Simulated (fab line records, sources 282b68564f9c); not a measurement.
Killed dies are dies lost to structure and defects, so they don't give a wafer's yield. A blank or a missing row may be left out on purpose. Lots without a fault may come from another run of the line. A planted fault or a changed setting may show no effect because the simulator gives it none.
fab line records | flow rit_cmos
record lots=14 wafers=42 last_day=7
route steps=202 shown GATE@96 PLDD@120 NSD@140 PSD@151
lots that met no fault: from a run of the same line without faults
start_h: hours from the record's first day to the start of the lot's first wafer shown | wait_h: hours since the lot's step before | " the same as in the row above | L1.1+2: a row that stands for several wafers | - no value, or no start given | * or withheld: withheld | < > ~ a bound
route shown NAME@n: a module of which the file shows steps, and the number in the route of the first | usual: mean/standard deviation of fault-free wafers | same: alike in all rows | chamber/n: place in a boat | sites: the reading at each site | _std_site: their standard deviation | _edge_site: outer sites' mean less inner sites' | radius_mm: how far each site lies from the wafer's centre | mask NAME#n: copy n | behind: the tool/chamber that last shaped the wafer | hold: why the lot was held/for how many hours/how that ended | device: the transistor (n, p or np) that didn't switch | end of line: the same wafers' tests at the end of the route | a step without rows: its recipe alone | killed: dies lost to structure and defects at the first sort, not the wafer's yield | map: a wafer's dies, x killed, . not, _ none there
set.NAME: the setting as run; set.NAME@STEP: as run at that earlier step | model.NAME: the simulator's own value behind a step, which no gauge read
steps of the route over a sample of lots; a table a step, a row a wafer
services: from which hour (start_h, from the record's first day; less than 0 if before it) a tool's chamber was out of use, for how many hours, and why
## steps
# step RIT_GATE_STRIP_20
# recipe chemistry=O2 time_s=180 resist=NOVOLAK platen_temp_c=withheld power_w=500 pressure_mtorr=4000 o2_flow_sccm=4000
# usual chamber_pressure_mTorr=4000/3.5 drypump_motor_current_A=5.5/0.4 rf_refl_power_W=6.0/1.2
# columns lot.wafer tool chamber start_h wait_h chamber_pressure_mTorr drypump_motor_current_A rf_hours_counter_h rf_refl_power_W
L439.2 plasma_asher-03 0 39.17 0.1 4003 6.0 24 6.3
L439.3 " 0 " " 4003 6.0 - 6.0
L439.6 " 1 " " 3998 5.0 - 6.5
L441.1 plasma_asher-02 0 54.78 0.1 4003 5.9 38 7.2
L441.2 " 1 " " 3998 4.9 38 5.1
L441.3 " 0 " " 3998 5.9 - 7.0
L443.2 plasma_asher-04 0 59.13 0.1 4003 5.7 42 4.2
L443.3 " 1 " " 3998 5.3 - 7.4
L443.6 " 0 " " 3997 5.6 - 4.0
L444.3 plasma_asher-02 0 63.35 0.1 4001 5.8 - 7.0
L444.4 " 1 " " 3996 5.0 - 5.2
L444.6 " 0 " " 3994 5.9 - 6.5
L447.1 plasma_asher-02 0 80.43 0.1 4001 5.9 41 6.7
L447.4 " 0 " " 3999 5.9 - 6.9
L447.6 " 1 " " 3998 4.9 - 5.0
L448.4 plasma_asher-04 0 87.65 0.1 3999 5.7 - 4.0
L448.5 " 1 " " 4000 5.2 - 7.5
L448.6 " 0 " " 4003 5.6 - 4.0
L449.3 plasma_asher-02 0 87.89 0.1 4005 5.9 - 6.6
L449.4 " 1 " " 4001 4.9 - 5.4
L449.6 " 0 " " 4005 5.9 - 6.8
L450.1 plasma_asher-04 0 95.28 0.1 4001 5.6 46 4.0
L450.2 " 1 " " 4004 5.3 46 7.3
L450.5 " 0 " " 3998 5.7 - 4.2
L452.3 plasma_asher-02 1 105.25 0.1 4004 4.9 - 5.1
L452.4 " 0 " " 3999 5.9 - 6.3
L452.6 " 0 " " 4004 5.9 - 6.5
L453.3 plasma_asher-04 1 107.72 0.1 4000 5.2 - 7.6
L453.5 " 1 " " 4004 5.2 - 7.3
L453.6 " 0 " " 4001 5.6 - 3.9
L455.1 plasma_asher-02 0 116.54 0.1 4001 5.8 46 6.3
L455.2 " 1 " " 3998 5.0 46 5.2
L455.5 " 1 " " 3998 4.9 - 5.1
L456.1 plasma_asher-04 1 123.97 0.1 4008 5.2 1 7.5
L456.4 " 1 " " 3996 5.2 - 7.0
L456.6 " 0 " " 4003 5.6 - 4.2
L459.3 plasma_asher-03 1 136.74 0.1 4000 5.1 - 6.6
L459.5 " 0 " " 4002 6.1 - 6.2
L459.6 " 1 " " 3998 5.0 - 6.4
L461.1 plasma_asher-04 0 148.54 0.1 3998 5.7 3 4.1
L461.3 " 1 " " 4000 5.3 - 7.5
L461.6 " 1 " " 4002 5.2 - 7.2
# step RIT_PLDD_OVL_MEAS_06
# usual PLDD_OVL=0.1/1.3
# columns lot.wafer tool chamber start_h wait_h PLDD_OVL[nm]
L439.2 overlay-02 - 44.84 - -1.5
L439.3 " - " " 0.5
L439.6 " - " " -2.2
L441.1 overlay-01 - 60.61 - 0.1
L441.2 " - " " 0.7
L441.3 " - " " -0.8
L443.2 overlay-02 - 64.84 - -1.3
L443.3 " - " " -1.6
L443.6 " - " " -2.7
L444.3 overlay-01 - 69.29 - -1.0
L444.4 " - " " 0.7
L444.6 " - " " 0.8
L447.1 overlay-01 - 87.17 - -0.7
L447.4 " - " " -0.3
L447.6 " - " " 2.1
L448.4 overlay-01 - 93.19 - 1.5
L448.5 " - " " 1.0
L448.6 " - " " 2.9
L449.3 overlay-01 - 94.45 - 0.5
L449.4 " - " " 2.7
L449.6 " - " " 0.2
L450.1 overlay-01 - 101.82 - -1.6
L450.2 " - " " 1.1
L450.5 " - " " -0.6
L452.3 overlay-01 - 110.94 - 2.3
L452.4 " - " " 2.1
L452.6 " - " " 0.9
L453.3 overlay-01 - 113.56 - 0.3
L453.5 " - " " -0.2
L453.6 " - " " 0.9
L455.1 overlay-01 - 122.24 - -0.1
L455.2 " - " " -0.9
L455.5 " - " " 2.0
L456.1 overlay-01 - 130.36 - -1.4
L456.4 " - " " -1.5
L456.6 " - " " 0.9
L459.3 overlay-02 - 143.72 - -1.0
L459.5 " - " " 0.0
L459.6 " - " " -1.7
L461.1 overlay-01 - 154.21 - -1.0
L461.3 " - " " 0.2
L461.6 " - " " 0.1
# step RIT_NSD_STRIP_09
# recipe chemistry=O2 time_s=180 resist=NOVOLAK platen_temp_c=withheld power_w=500 pressure_mtorr=4000 o2_flow_sccm=4000
# usual chamber_pressure_mTorr=4001/3.6 drypump_motor_current_A=5.5/0.46 rf_refl_power_W=6.3/0.77
# columns lot.wafer tool chamber start_h wait_h chamber_pressure_mTorr drypump_motor_current_A rf_hours_counter_h rf_refl_power_W
L439.2 plasma_asher-02 0 50.45 0.1 4006 5.9 38 7.3
L439.3 " 0 " " 4001 5.8 - 6.9
L439.6 " 0 " " 4000 5.9 - 7.2
L441.1 plasma_asher-03 0 67.39 0.1 4003 6.1 26 6.2
L441.2 " 1 " " 3992 5.0 26 6.3
L441.3 " 0 " " 3995 6.0 - 6.2
L443.2 plasma_asher-01 1 69.23 0.1 4000 5.6 44 7.5
L443.3 " 1 " " 4005 5.6 - 7.1
L443.6 " 1 " " 4002 5.6 - 8.5
L444.3 plasma_asher-02 0 73.73 0.1 4000 5.8 - 6.6
L444.4 " 1 " " 3999 4.9 - 5.2
L444.6 " 0 " " 3995 5.9 - 7.4
L447.1 plasma_asher-03 0 91.42 0.1 3997 6.1 29 5.8
L447.4 " 0 " " 4003 6.1 - 6.0
L447.6 " 1 " " 4001 5.1 - 6.4
L448.4 plasma_asher-02 0 97.48 0.1 3997 5.9 - 7.0
L448.5 " 1 " " 4002 4.9 - 5.3
L448.6 " 0 " " 4001 5.9 - 7.0
L449.3 plasma_asher-03 0 99.40 0.1 4001 6.0 - 6.0
L449.4 " 1 " " 4001 5.1 - 6.8
L449.6 " 1 " " 4002 5.1 - 6.6
L450.1 plasma_asher-01 1 106.29 0.1 4000 5.6 48 7.3
L450.2 " 0 " " 4006 5.9 48 6.3
L450.5 " 0 " " 4004 5.9 - 6.5
L452.3 plasma_asher-02 1 115.24 0.1 4003 5.0 - 5.2
L452.4 " 0 " " 4001 5.9 - 6.5
L452.6 " 1 " " 4005 5.0 - 5.2
L453.3 plasma_asher-02 0 117.96 0.1 4002 5.9 - 6.8
L453.5 " 0 " " 4005 5.9 - 6.7
L453.6 " 1 " " 4002 4.9 - 5.2
L455.1 plasma_asher-02 1 127.58 0.1 4003 4.9 47 5.1
L455.2 " 0 " " 4001 5.9 47 6.8
L455.5 " 1 " " 4000 4.9 - 5.3
L456.1 plasma_asher-02 0 135.39 0.1 4005 5.9 48 7.1
L456.4 " 0 " " 4001 5.9 - 6.4
L456.6 " 0 " " 4004 5.9 - 6.8
L459.3 plasma_asher-03 1 148.15 0.1 4003 5.0 - 6.8
L459.5 " 0 " " 3999 6.1 - 5.9
L459.6 " 1 " " 3999 5.0 - 6.8
L461.1 plasma_asher-01 1 158.75 0.1 3996 5.6 54 7.3
L461.3 " 0 " " 3999 5.9 - 6.6
L461.6 " 1 " " 3994 5.6 - 7.1
# step RIT_PSD_STRIP_09
# recipe chemistry=O2 time_s=180 resist=NOVOLAK platen_temp_c=withheld power_w=500 pressure_mtorr=4000 o2_flow_sccm=4000
# usual chamber_pressure_mTorr=4000/3.5 drypump_motor_current_A=5.5/0.46 rf_refl_power_W=6.0/0.93
# columns lot.wafer tool chamber start_h wait_h chamber_pressure_mTorr drypump_motor_current_A rf_hours_counter_h rf_refl_power_W
L439.2 plasma_asher-02 1 52.28 0.1 4002 4.9 38 5.1
L439.3 " 1 " " 3995 4.9 - 5.1
L439.6 " 0 " " 4007 5.9 - 7.0
L441.1 plasma_asher-03 1 69.38 0.1 3999 5.0 27 5.9
L441.2 " 0 " " 4006 6.1 27 6.2
L441.3 " 0 " " 4001 6.0 - 5.7
L443.2 plasma_asher-03 0 70.78 0.1 4003 6.1 27 6.3
L443.3 " 1 " " 3997 5.0 - 5.9
L443.6 " 1 " " 3997 5.0 - 6.2
L444.3 plasma_asher-02 0 75.15 0.1 4000 5.9 - 6.9
L444.4 " 1 " " 3993 4.9 - 5.0
L444.6 " 0 " " 4005 5.9 - 6.8
L447.1 plasma_asher-04 1 93.04 0.1 3999 5.2 46 7.4
L447.4 " 1 " " 4003 5.2 - 6.9
L447.6 " 0 " " 4005 5.6 - 4.2
L448.4 plasma_asher-04 1 98.90 0.1 4000 5.3 - 7.2
L448.5 " 1 " " 4000 5.3 - 7.4
L448.6 " 0 " " 3998 5.6 - 4.1
L449.3 plasma_asher-03 1 100.88 0.1 3999 5.0 - 6.6
L449.4 " 0 " " 3997 6.1 - 5.8
L449.6 " 1 " " 3995 5.1 - 6.8
L450.1 plasma_asher-03 1 107.84 0.1 3996 5.0 31 7.0
L450.2 " 0 " " 4002 6.0 31 5.7
L450.5 " 0 " " 4002 6.1 - 6.2
L452.3 plasma_asher-03 0 116.77 0.1 3999 6.0 - 5.8
L452.4 " 1 " " 4000 5.0 - 6.6
L452.6 " 0 " " 3997 6.0 - 6.1
L453.3 plasma_asher-03 1 119.38 0.1 3998 5.0 - 6.8
L453.5 " 1 " " 3995 5.1 - 6.4
L453.6 " 0 " " 4002 6.1 - 5.9
L455.1 plasma_asher-02 1 129.00 0.1 - - - -
L455.2 " 0 " " - - - -
L455.5 " 0 " " - - - -
L456.1 plasma_asher-02 1 136.81 0.1 - - - -
L456.4 " 1 " " - - - -
L456.6 " 1 " " - - - -
L459.3 plasma_asher-02 0 149.70 0.1 4001 5.9 - 6.9
L459.5 " 0 " " 3998 5.9 - 6.6
L459.6 " 1 " " 4000 4.9 - 5.1
L461.1 plasma_asher-04 0 160.17 0.1 3997 5.6 4 4.0
L461.3 " 1 " " 4005 5.3 - 7.2
L461.6 " 1 " " 4003 5.2 - 7.3
## services
# columns tool chamber start_h hours kind
plasma_asher-04 - 108.75 9.0 pm
plasma_asher-04 0 108.75 9.0 vent_cycle
plasma_asher-04 1 108.75 9.0 vent_cycle
plasma_asher-04 0 117.75 - clean
plasma_asher-04 1 117.75 - clean
plasma_asher-01 - 150.73 4.3 repair
## key
first_sign step=RIT_PSD_STRIP_09 reading=tool_record direction=missing
effect none on later readings
met_at RIT_PSD_STRIP_09
struck_lots L455,L456
later_rows_left_out L455.1,L455.2,L455.5,L456.1,L456.4,L456.6
sort_left_out L455.1,L455.2,L455.5,L456.1,L456.4,L456.6
tester_left_out L455,L456
not_acting_at RIT_GATE_STRIP_20,RIT_PLDD_OVL_MEAS_06,RIT_NSD_STRIP_09
onset_between 75.15 129.00
fault kind=skipped_step_whole tool=plasma_asher-02 chamber=- onset_h=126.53 steps=RIT_PSD_STRIP_09 scope=struck_lots_only
# tester_left_out: of these lots the tester's yield and bins aren't shown, on N5 and GAA mostly nor the transistor test; their killed dies are dies lost to structure and defects alone, not to doping, threshold or leakage, so they don't give the yield
# sort_left_out: the simulated sort isn't trusted on such a fault, so these wafers' sort isn't shown, and their yield isn't known
# later_rows_left_out: the simulator's readings of these wafers behind a module that went badly wrong aren't trusted and aren't shown, but for the sort
